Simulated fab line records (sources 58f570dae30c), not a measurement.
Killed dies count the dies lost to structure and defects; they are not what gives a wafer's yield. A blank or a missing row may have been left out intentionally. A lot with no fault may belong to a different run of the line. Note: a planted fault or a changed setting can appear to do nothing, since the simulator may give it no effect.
fab line records | flow berkeley_cmos170 | part 2 of 2: steps 27 to 35 of 35
[record] lots = 5 | wafers = 15 | last_day = 13
route steps=331 shown M2@279 V2@292 M3@309
lots that met no fault: from a run of the same line without faults
start_h: hours from the record's first day to the start of the lot's first wafer shown | wait_h: hours since the lot's step before | " unchanged from the row above | L1.1+2: several wafers, shown together as one row | - value missing, or start not given | * or withheld: withheld | < > ~ a bound
route shown NAME@n: a module of which the file shows steps, and the number in the route of the first | usual: the fault-free wafers' mean and standard deviation | same: alike in all rows | chamber/n: place in a boat | sites: the reading at each site | _std_site: the standard deviation of these | _edge_site: mean of outer sites minus mean of inner sites | radius_mm: for every site, how far away it sits from the centre of the wafer | mask NAME#n: copy n | behind: the tool/chamber that last shaped the wafer | hold: cause of the lot's hold/its duration in hours/its outcome | device: the n, p or np transistor that did not switch | end of line: the tests these same wafers got at the end of their route | where a step has no rows: the recipe by itself | killed: count of dies lost to structure and defects at first sort (not the wafer's yield) | map: a wafer's dies, marking killed ones x, the rest . and places with no die _
set.NAME: setting as actually run; set.NAME@STEP: the setting as run at that earlier step | model.NAME: the simulator's own value behind a step, which no gauge read
certain route steps with their lots: each step a table, each wafer a row
services: a tool's chamber out of use, with start hour (start_h, from the record's first day; less than 0 if before it), hours out, and reason
[[steps]]
[step UCB170_V2_OVL_MEAS_13]
[usual] V2_OVL = -2/4.2
lot.wafer | tool       | chamber | start_h | wait_h | V2_OVL[nm]
L081.1    | overlay-02 | -       | 215.23  | 0.1    | 0
L081.3    | "          | -       | "       | "      | 1
L081.6    | "          | -       | "       | "      | -7
L085.2    | overlay-02 | -       | 247.77  | 0.1    | -9
L085.5    | "          | -       | "       | "      | -6
L085.6    | "          | -       | "       | "      | 2
L095.2    | overlay-02 | -       | 276.22  | 0.1    | -7
L095.5    | "          | -       | "       | "      | -1
L095.6    | "          | -       | "       | "      | -2
L092.1    | overlay-02 | -       | 281.00  | 0.1    | -4
L092.4    | "          | -       | "       | "      | -4
L092.5    | "          | -       | "       | "      | 2
L093.2    | overlay-01 | -       | 301.50  | 0.1    | -4
L093.3    | "          | -       | "       | "      | -6
L093.6    | "          | -       | "       | "      | -3
[step UCB170_V2_ETCH_14]
[recipe] chemistry = CHF3/CF4/Ar | target = SiO2 | stop_on = Al | CHF3_flow_sccm = 45 | cf4_flow_sccm = 15 | Ar_flow_sccm = 150 | pressure_mtorr = 200 | rf_w = 700 | target_depth_a = 12500 | over_etch_frac = 0.25 | time_s = 291
[usual] drypump_motor_current_A = 5.7/0.47 | oes_product_au = 0.872/0.011 | throttle_valve_pct = 6.96/0.11
lot.wafer | tool        | chamber | start_h | wait_h | drypump_motor_current_A | oes_product_au | rf_hours_counter_h | throttle_valve_pct
L081.1    | rie_diel-04 | 2       | 215.26  | 0.0    | 6.1                     | 0.881          | 55                 | 6.89
L081.3    | "           | 0       | "       | "      | 5.8                     | 0.868          | 77                 | 7.03
L081.6    | "           | 2       | "       | "      | 6.1                     | 0.887          | -                  | 6.87
L085.2    | rie_diel-04 | 0       | 247.80  | 0.0    | 5.8                     | 0.871          | 79                 | 7.03
L085.5    | "           | 2       | "       | "      | 6.1                     | 0.888          | -                  | 6.91
L085.6    | "           | 1       | "       | "      | 5.6                     | 0.868          | -                  | 6.83
L095.2    | rie_diel-04 | 2       | 276.25  | 0.0    | 6.1                     | 0.884          | 58                 | 6.89
L095.5    | "           | 0       | "       | "      | 5.8                     | 0.871          | -                  | 7.01
L095.6    | "           | 3       | "       | "      | 5.9                     | 0.868          | -                  | 6.81
L092.1    | rie_diel-02 | 0       | 281.04  | 0.0    | 5.0                     | 0.868          | 5                  | 6.95
L092.4    | "           | 1       | "       | "      | 6.2                     | 0.870          | 83                 | 7.12
L092.5    | "           | 1       | "       | "      | 6.2                     | 0.885          | -                  | 7.14
L093.2    | rie_diel-02 | 3       | 301.53  | 0.0    | 6.1                     | 0.884          | 67                 | 7.00
L093.3    | "           | 1       | "       | "      | 6.2                     | 0.884          | 85                 | 7.14
L093.6    | "           | 0       | "       | "      | 5.1                     | 0.860          | -                  | 6.96
[step UCB170_V2_STRIP_15]
[recipe] chemistry = O2 | power_w = 400 | pressure_mtorr = 3500 | platen_temp_c = withheld | o2_flow_sccm = 400 | overash_fraction = 0.5
[usual] drypump_motor_current_A = 5.5/0.56 | oes_product_au = 0.722/0.0045 | strip_time_to_endpoint_s = 15.31/0.15
lot.wafer | tool            | chamber | start_h | wait_h | drypump_motor_current_A | oes_product_au | rf_hours_counter_h | strip_time_to_endpoint_s
L081.1    | plasma_asher-03 | 1       | 215.44  | 0.1    | 5.8                     | 0.718          | 43                 | 15.00
L081.3    | "               | 0       | "       | "      | 5.1                     | 0.716          | -                  | 15.15
L081.6    | "               | 0       | "       | "      | 5.1                     | 0.721          | -                  | 15.14
L085.2    | plasma_asher-03 | 0       | 247.98  | 0.1    | 5.1                     | 0.729          | 47                 | 14.99
L085.5    | "               | 1       | "       | "      | 5.8                     | 0.724          | -                  | 15.06
L085.6    | "               | 0       | "       | "      | 5.1                     | 0.715          | -                  | 15.19
L095.2    | plasma_asher-03 | 1       | 276.43  | 0.1    | 5.8                     | 0.724          | 51                 | 15.03
L095.5    | "               | 1       | "       | "      | 5.8                     | 0.721          | -                  | 15.18
L095.6    | "               | 0       | "       | "      | 5.1                     | 0.723          | -                  | 15.45
L092.1    | plasma_asher-02 | 1       | 281.21  | 0.1    | 4.9                     | 0.721          | 53                 | 15.48
L092.4    | "               | 1       | "       | "      | 5.0                     | 0.717          | -                  | 15.49
L092.5    | "               | 1       | "       | "      | 4.9                     | 0.721          | -                  | 15.51
L093.2    | plasma_asher-03 | 1       | 301.71  | 0.1    | 5.8                     | 0.719          | 54                 | 15.50
L093.3    | "               | 1       | "       | "      | 5.9                     | 0.729          | -                  | 15.56
L093.6    | "               | 1       | "       | "      | 5.8                     | 0.718          | -                  | 15.37
[step UCB170_V2_CD_MEAS_90]
[recipe] target_cd_nm = 700
[usual] cd_nm = 699.9/1.5
lot.wafer | tool      | chamber | start_h | wait_h | cd_nm
L081.1    | cd_sem-02 | -       | 215.56  | 0.1    | 700.7
L081.3    | "         | -       | "       | "      | 701.3
L081.6    | "         | -       | "       | "      | 700.5
L085.2    | cd_sem-02 | -       | 248.10  | 0.1    | 700.6
L085.5    | "         | -       | "       | "      | 701.9
L085.6    | "         | -       | "       | "      | 698.6
L095.2    | cd_sem-01 | -       | 276.55  | 0.1    | 702.7
L095.5    | "         | -       | "       | "      | 702.5
L095.6    | "         | -       | "       | "      | 700.5
L092.1    | cd_sem-02 | -       | 281.31  | 0.1    | 699.1
L092.4    | "         | -       | "       | "      | 700.3
L092.5    | "         | -       | "       | "      | 699.7
L093.2    | cd_sem-01 | -       | 301.83  | 0.1    | 699.9
L093.3    | "         | -       | "       | "      | 702.1
L093.6    | "         | -       | "       | "      | 702.3
[step UCB170_M3_PRE_CLEAN_00]
[recipe] gas = Ar | preclean_etch_time_s = 60
lot.wafer  | tool           | chamber | start_h | wait_h
L081.1+3+6 | pvd_sputter-02 | -       | 215.68  | 0.1
L085.2+5+6 | pvd_sputter-03 | -       | 248.20  | 0.1
L095.2+5+6 | pvd_sputter-04 | -       | 276.65  | 0.1
L092.1+4+5 | pvd_sputter-03 | -       | 281.43  | 0.1
L093.2+3+6 | pvd_sputter-04 | -       | 301.93  | 0.1
[step UCB170_M3_SPUTTER_01]
[recipe] material = Al | target_thk_nm = 900 | time_s = 120 | power_w = 6000 | chamber_pressure_pa = 0.5
[usual] throttle_valve_pct = 30.6/0.98
lot.wafer | tool           | chamber | start_h | wait_h | throttle_valve_pct
L081.1    | pvd_sputter-02 | -       | 215.75  | 0.0    | 32.1
L081.3    | "              | -       | "       | "      | 29.6
L081.6    | "              | -       | "       | "      | 32.5
L085.2    | pvd_sputter-03 | -       | 248.26  | 0.0    | 29.1
L085.5    | "              | -       | "       | "      | 29.3
L085.6    | "              | -       | "       | "      | 30.9
L095.2    | pvd_sputter-04 | -       | 276.71  | 0.0    | 30.4
L095.5    | "              | -       | "       | "      | 31.7
L095.6    | "              | -       | "       | "      | 30.4
L092.1    | pvd_sputter-03 | -       | 281.50  | 0.0    | 30.7
L092.4    | "              | -       | "       | "      | 30.0
L092.5    | "              | -       | "       | "      | 30.9
L093.2    | pvd_sputter-04 | -       | 302.00  | 0.0    | 29.9
L093.3    | "              | -       | "       | "      | 30.4
L093.6    | "              | -       | "       | "      | 31.9
[step UCB170_M3_RS_MEAS_02]
[recipe] thk_meas_gauge = four-point-probe | reads = Al_of_M3_SPUTTER_01
[usual] M3_AL_RS = 0.0321/0.00033
lot.wafer | tool          | chamber | start_h | wait_h | M3_AL_RS[ohm/sq]
L081.1    | film_metro-02 | -       | 215.83  | 0.0    | 0.0322
L081.3    | "             | -       | "       | "      | 0.0319
L081.6    | "             | -       | "       | "      | 0.0321
L085.2    | film_metro-02 | -       | 248.37  | 0.1    | 0.0322
L085.5    | "             | -       | "       | "      | 0.0319
L085.6    | "             | -       | "       | "      | 0.0320
L095.2    | film_metro-03 | -       | 276.82  | 0.1    | 0.0324
L095.5    | "             | -       | "       | "      | 0.0320
L095.6    | "             | -       | "       | "      | 0.0322
L092.1    | film_metro-03 | -       | 281.58  | 0.0    | 0.0325
L092.4    | "             | -       | "       | "      | 0.0322
L092.5    | "             | -       | "       | "      | 0.0327
L093.2    | film_metro-01 | -       | 302.10  | 0.1    | 0.0319
L093.3    | "             | -       | "       | "      | 0.0323
L093.6    | "             | -       | "       | "      | 0.0319
[step UCB170_M3_THK_MEAS_03]
[recipe] thk_meas_gauge = xrf | reads = Al_of_M3_SPUTTER_01
[usual] M3_AL_THK = 907/9
lot.wafer | tool          | chamber | start_h | wait_h | M3_AL_THK[nm]
L081.1    | film_metro-02 | -       | 215.95  | 0.1    | 897
L081.3    | "             | -       | "       | "      | 912
L081.6    | "             | -       | "       | "      | 911
L085.2    | film_metro-02 | -       | 248.48  | 0.1    | 902
L085.5    | "             | -       | "       | "      | 905
L085.6    | "             | -       | "       | "      | 904
L095.2    | film_metro-03 | -       | 276.93  | 0.1    | 895
L095.5    | "             | -       | "       | "      | 907
L095.6    | "             | -       | "       | "      | 901
L092.1    | film_metro-03 | -       | 281.70  | 0.1    | 895
L092.4    | "             | -       | "       | "      | 909
L092.5    | "             | -       | "       | "      | 889
L093.2    | film_metro-01 | -       | 302.21  | 0.1    | 925
L093.3    | "             | -       | "       | "      | 907
L093.6    | "             | -       | "       | "      | 919
[step UCB170_M3_HMDS_04]
[recipe] prime_time_s = 60 | prime_temp_c = 100
[usual] resist_line_temp_C = 22.99/0.12
lot.wafer | tool           | chamber | start_h | wait_h | resist_line_temp_C
L081.1    | litho_track-03 | 0       | 216.54  | 0.6    | 22.93
L081.3    | "              | 0       | "       | "      | 22.95
L081.6    | "              | 0       | "       | "      | 22.89
L085.2    | litho_track-02 | 0       | 248.55  | 0.1    | 23.06
L085.5    | "              | 0       | "       | "      | 23.04
L085.6    | "              | 0       | "       | "      | 23.14
L095.2    | litho_track-03 | 0       | 277.33  | 0.4    | 22.93
L095.5    | "              | 0       | "       | "      | 23.07
L095.6    | "              | 0       | "       | "      | 22.96
L092.1    | litho_track-03 | 0       | 281.76  | 0.1    | 23.06
L092.4    | "              | 0       | "       | "      | 22.93
L092.5    | "              | 0       | "       | "      | 22.87
L093.2    | litho_track-01 | 0       | 302.29  | 0.1    | 22.94
L093.3    | "              | 0       | "       | "      | 22.93
L093.6    | "              | 0       | "       | "      | 23.10
[[services]]
tool           | chamber | start_h | hours | kind
cmp-02         | -       | 190.44  | 1.6   | repair
krf_scanner-01 | -       | 193.24  | 0.8   | pm
rie_diel-02    | 2       | 195.99  | 6.4   | repair
krf_scanner-01 | -       | 200.31  | 1.0   | pm
krf_scanner-02 | -       | 201.73  | 1.0   | pm
cmp-01         | -       | 205.76  | 4.3   | pm
pvd_sputter-04 | -       | 207.99  | 7.0   | repair
krf_scanner-02 | -       | 208.59  | 4.0   | pm
pvd_sputter-02 | -       | 219.06  | 2.9   | repair
rie_diel-01    | 0       | 220.29  | 2.6   | repair
pvd_sputter-04 | -       | 221.92  | 5.8   | repair
rie_diel-04    | 2       | 229.45  | 6.9   | repair
krf_scanner-02 | -       | 234.88  | 0.8   | pm
pecvd-02       | 1       | 242.65  | 9.6   | repair
rie_diel-01    | 2       | 247.95  | 8.5   | repair
rie_diel-01    | 0       | 256.00  | 32.7  | repair
pecvd-02       | 0       | 258.04  | 8.3   | repair
rie_metal-04   | 0       | 259.33  | 3.9   | repair
pvd_sputter-04 | -       | 261.27  | 1.2   | repair
pvd_sputter-04 | -       | 277.95  | 0.7   | repair
krf_scanner-02 | -       | 285.79  | 1.3   | pm
pecvd-02       | -       | 289.63  | 2.8   | pm
rie_diel-04    | 0       | 293.30  | 2.6   | repair
cmp-01         | -       | 302.37  | 0.5   | repair
